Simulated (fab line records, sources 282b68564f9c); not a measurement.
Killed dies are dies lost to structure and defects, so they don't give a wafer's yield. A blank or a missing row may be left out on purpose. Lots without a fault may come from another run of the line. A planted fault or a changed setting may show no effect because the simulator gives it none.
A struck lot beside a sound one | flow rit_cmos | 15 steps out of a route of 202
Sound: wafers L521.1, L521.4, L521.5. Struck: wafers L526.1, L526.3, L526.4. The cause comes at the end.
At each step with rows: each side's tool, then ch and its chambers, then its first start. Under that, the readings that differ: sound wafers | struck wafers | difference of the means | sigmas: that difference in standard deviations of wafers without a fault.
alike: readings whose means differ by less than 2 such deviations, and words and numbers that are the same on both sides. not compared: withheld readings, readings that some wafer has no value for, bounds like >300 that may hide the same value, and numbers for which the record gives no deviation and whose values overlap.
The two part at a step that has a row with sigmas, a row that says differs or no value, or rows on one side only. Numbers that don't overlap but have no deviation are shown without sigmas and don't part them. A reading that every wafer of one side lacks parts them only if that side has two wafers or more.

RIT_PLDD_TW_MEAS_10:
  sound on film_metro-04, day 4 12:47; struck on film_metro-04, day 5 13:31
  alike: PLDD_TW
then, 4 steps without rows for these wafers: RIT_SPACER_CLEAN_00 (cleans in SC1, time 600 s); RIT_SPACER_CLEAN_01 (cleans in dHF, time 30 s); RIT_SPACER_CLEAN_02 (cleans in SC2, time 600 s); RIT_SPACER_CVD_03 (deposits Si3N4 from SiH2Cl2/NH3, target thk 250 nm, time 3300 s).
RIT_SPACER_THK_MEAS_04:
  sound on film_metro-03, day 4 15:29; struck on film_metro-02, day 5 15:52
  alike: SPACER_NITRIDE_THK
RIT_SPACER_ETCHBACK_05: etches Si3N4 in SF6/CHF3, stops on SiO2, target depth 250 nm, time 240 s.
  sound on rie_diel-01 ch 0,2, day 4 15:33; struck on rie_diel-04 ch 0,2, day 5 15:55
  alike: drypump_motor_current_A, oes_product_au, throttle_valve_pct
  not compared: rf_hours_counter_h
then, 5 steps without rows for these wafers: RIT_NSD_HMDS_00 (prime time 60 s); RIT_NSD_COAT_01 (resist thk 1000 nm); RIT_NSD_SOFTBAKE_02 (time 60 s); RIT_NSD_EXPOSE_03 (exposes mask M9, target cd 40700 nm); RIT_NSD_PEB_04.
RIT_NSD_DEVELOP_05: develop time 50 s.
  sound on litho_track-03 ch 0, day 4 16:00; struck on litho_track-03 ch 0, day 5 16:00
  reading              | sound             | struck            | difference | sigmas
  developer_temp_C (C) | 22.91 22.88 22.87 | 23.96 24.01 24.01 | +1.11      | +11
  alike: chill_plate_temp_C
RIT_NSD_OVL_MEAS_06:
  sound on overlay-02, day 4 16:40; struck on overlay-02, day 5 17:02
  alike: NSD_OVL
RIT_M1_PROBE_99:
  sound on prober-02, day 5 02:41; struck on prober-01, day 6 03:01
  alike: killed_at_contacts, killed_at_front_end, killed_dies, killed_open, killed_short

WHERE THEY PART
Only at RIT_NSD_DEVELOP_05, within this record. Later steps at which nothing parts them and some readings are alike: RIT_NSD_OVL_MEAS_06, RIT_M1_PROBE_99.

WHY: what the simulator had put in
Process parameter drift: litho_track-03, from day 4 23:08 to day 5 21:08, at RIT_NSD_DEVELOP_05. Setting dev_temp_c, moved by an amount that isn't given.
